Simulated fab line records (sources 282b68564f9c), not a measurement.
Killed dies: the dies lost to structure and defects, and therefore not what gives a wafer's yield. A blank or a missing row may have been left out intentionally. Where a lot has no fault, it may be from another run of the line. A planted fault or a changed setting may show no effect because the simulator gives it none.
Struck lot and sound lot, side by side    flow rit_cmos    15 steps out of a route of 202
Sound: these wafers, L113.1, L113.3, L113.4. Wafers L103.2, L103.3, L103.5 were the ones struck. The cause is named last.
Each step with rows lists, per side, the tool, then ch with its chambers, then its first start. Under that, the readings that differ: sound wafers    struck wafers    difference of the means    sigmas: that difference in standard deviations of wafers without a fault.
alike: words and numbers the same on both sides, and readings whose means are apart by under 2 such deviations; not compared: readings that were withheld, readings missing a value for some wafer, numbers with overlapping values and no deviation given by the record, and bounds like >300 which may hide the same value.
The two part at a step that has a row with sigmas, a row that says differs or no value, or rows on one side only. Numbers that don't overlap but have no deviation are shown without sigmas and don't part them. Lack of a reading on every wafer of one side parts them only where that side has two or more wafers.

first, 3 steps without rows for these wafers: RIT_SDANNEAL_CLEAN_00 (cleans in SC1, time 600 s); RIT_SDANNEAL_CLEAN_01 (cleans in dHF, time 30 s); RIT_SDANNEAL_CLEAN_02 (cleans in SC2, time 600 s).
RIT_SDANNEAL_RTA_03: time 5 s.
  sound on rtp_anneal-02 ch 0, day 7 20:33; struck on rtp_anneal-02 ch 0, day 5 07:40
  alike: wafer_temp_C_max
RIT_SDANNEAL_RS_MEAS_04: measures by four-point-probe.
  sound: film_metro-04 at day 7 20:37; struck: film_metro-02 at day 5 07:44
  alike: PSD_RS
RIT_SDANNEAL_RS_MEAS_05: measures by four-point-probe.
  sound: film_metro-04 at day 7 20:44; struck: film_metro-02 at day 5 07:52
  alike: NSD_RS
RIT_SDANNEAL_RS_MEAS_06: measures by four-point-probe.
  sound: film_metro-04 at day 7 20:51; struck: film_metro-02 at day 5 07:59
  alike: PLDD_RS
RIT_SDANNEAL_RS_MEAS_07: measures by four-point-probe.
  sound: film_metro-04 at day 7 20:58; struck: film_metro-02 at day 5 08:06
  alike: NLDD_RS
then, 1 step without rows for these wafers: RIT_SILICIDE_WET_ETCH_00 (etches SiO2 in BOE, target depth 14 nm, time 15 s).
RIT_SILICIDE_SPUTTER_01: material Ti, target thk 30 nm, time 240 s.
  sound: pvd_sputter-03 at day 7 21:07; struck: pvd_sputter-04 at day 5 08:13
  alike: throttle_valve_pct
RIT_SILICIDE_RS_MEAS_02: measures by four-point-probe.
  sound: film_metro-02 at day 7 21:16; struck: film_metro-01 at day 5 08:23
  alike: SILICIDE_TI_RS
RIT_SILICIDE_THK_MEAS_03: measures by xrf.
  sound: film_metro-02 at day 7 21:23; struck: film_metro-01 at day 5 08:30
  alike: SILICIDE_TI_THK
RIT_SILICIDE_RTA_04: time 10 s, ramp up 5 s, ramp down 5 s.
  sound on rtp_anneal-01 ch 0, day 7 21:26; struck on rtp_anneal-01 ch 0, day 5 08:47
  alike: wafer_temp_C_max
then, 1 step without rows for these wafers: RIT_SILICIDE_WET_ETCH_05 (etches Ti in SPM, time 120 s).
RIT_M1_PROBE_99:
  sound: prober-01 at day 8 04:40; struck: prober-02 at day 5 16:34
  alike: killed_at_contacts, killed_at_front_end, killed_dies, killed_open, killed_short

## WHERE THEY PART
Nowhere in this record.

WHY: what had been put in by the simulator
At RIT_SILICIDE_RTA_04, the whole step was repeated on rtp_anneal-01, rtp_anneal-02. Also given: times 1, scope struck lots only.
